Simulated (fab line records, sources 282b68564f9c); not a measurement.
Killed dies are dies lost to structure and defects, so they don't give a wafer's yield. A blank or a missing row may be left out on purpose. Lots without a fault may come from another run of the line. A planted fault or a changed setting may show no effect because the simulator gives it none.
One fault seen from 2 desks | flow rit_cmos | each desk has only its own numbers; what lay behind them comes last

THE METROLOGY DESK
What the gauges read, lot by lot, whatever tool the lot ran on: means of the sampled wafers that have a number. A lot is out of limits, marked OUT, if its mean lies more than 4 standard deviations from the usual mean; the brackets give that distance.
Columns: A = ACTIVE_NITRIDE_THK at RIT_ACTIVE_THK_MEAS_04, usual 149.7 nm; B = NSD_OVL at RIT_NSD_OVL_MEAS_06, usual 1.1 nm; C = PSD_OVL at RIT_PSD_OVL_MEAS_06, usual 0.1 nm
lot  | first seen here | A               | B    | C
L288 | day 1 15:32     | 151.4           | 0.0  | -1.9
L290 | day 1 23:32     | 149.2           | 3.1  | -0.6
L291 | day 2 04:32     | 149.7           | 0.6  | -0.1
L292 | day 2 09:32     | 148.9           | 1.2  | 0.4
L293 | day 2 15:43     | 151.3           | 1.0  | -1.9
L294 | day 2 19:32     | 150.0           | 2.0  | 0.6
L296 | day 3 06:02     | 250.5 (+72) OUT | -    | -
L297 | day 3 11:00     | 253.6 (+74) OUT | -    | -
L298 | day 3 15:56     | 250.6 (+72) OUT | -    | -
L303 | day 4 16:32     | 151.0           | -1.6 | 2.0
L305 | day 5 02:32     | 148.2           | 0.7  | -0.4
L307 | day 5 12:32     | 149.9           | -0.2 | 1.1
L309 | day 5 23:58     | 149.8           | -0.5 | 0.9
L310 | day 6 04:04     | 150.9           | 3.6  | 1.4
L311 | day 6 09:19     | 149.6           | 1.6  | -1.7
This desk's finding: out of limits on L296, L297, L298; first on L296, day 3 06:02 (ACTIVE_NITRIDE_THK at RIT_ACTIVE_THK_MEAS_04). In limits: L288, L290, L291, L292, L293, L294, L303, L305, L307, L309, L310, L311.

THE TOOL OWNER'S DESK: lpcvd-01
The tool's own readings at RIT_ACTIVE_CVD_03 (deposits Si3N4 from SiH2Cl2/NH3, target thk 150 nm, time 1500 s): means of the sampled wafers that have a number, for each lot that ran on this tool. A lot is out of limits, marked OUT, if its mean lies more than 4 standard deviations from the usual mean; the brackets give that distance.
Columns: A = spike_tc_centre_C at RIT_ACTIVE_CVD_03, usual 813.1 C; B = spike_tc_load_C at RIT_ACTIVE_CVD_03, usual 834.2 C; C = spike_tc_source_C at RIT_ACTIVE_CVD_03, usual 832.1 C; D = susceptor_temp_C at RIT_ACTIVE_CVD_03, usual 810.0 C
lot  | first seen here | A               | B               | C               | D
L290 | day 1 22:07     | 812.7           | 833.7           | 833.4           | 810.2
L291 | day 2 03:07     | 812.8           | 834.0           | 834.5           | 809.4
L292 | day 2 08:07     | 812.7           | 836.0           | 833.4           | 809.7
L293 | day 2 13:35     | 813.5           | 835.4           | 834.4           | 810.1
L296 | day 3 04:38     | 879.6 (+67) OUT | 899.8 (+39) OUT | 901.9 (+26) OUT | 876.8 (+99 or more) OUT
L297 | day 3 09:35     | 878.5 (+66) OUT | 901.2 (+39) OUT | 900.4 (+25) OUT | 876.5 (+99 or more) OUT
L298 | day 3 14:32     | 879.8 (+67) OUT | 902.2 (+40) OUT | 900.4 (+25) OUT | 876.7 (+99 or more) OUT
L310 | day 6 02:38     | 813.4           | 835.5           | 834.2           | 809.5
This desk's finding: out of limits on L296, L297, L298; first on L296, day 3 04:38 (spike_tc_centre_C at RIT_ACTIVE_CVD_03). In limits: L290, L291, L292, L293, L310.

PUT TOGETHER
The tool owner's desk could have raised an alarm at day 3 04:38, on L296, L297, L298.
The metrology desk could have raised an alarm at day 3 06:02, on L296, L297, L298.
Of the lots named, all ran RIT_ACTIVE_CVD_03 on lpcvd-01.

WHAT THE SIMULATOR HAD PUT IN
Process parameter drift: lpcvd-01, from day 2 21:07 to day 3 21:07, at RIT_ACTIVE_CVD_03. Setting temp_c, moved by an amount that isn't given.
Lots struck among those shown: L296, L297, L298.
Hours from the fault's start to each desk's first reading out of limits: the tool owner's desk, 8; the metrology desk, 9.
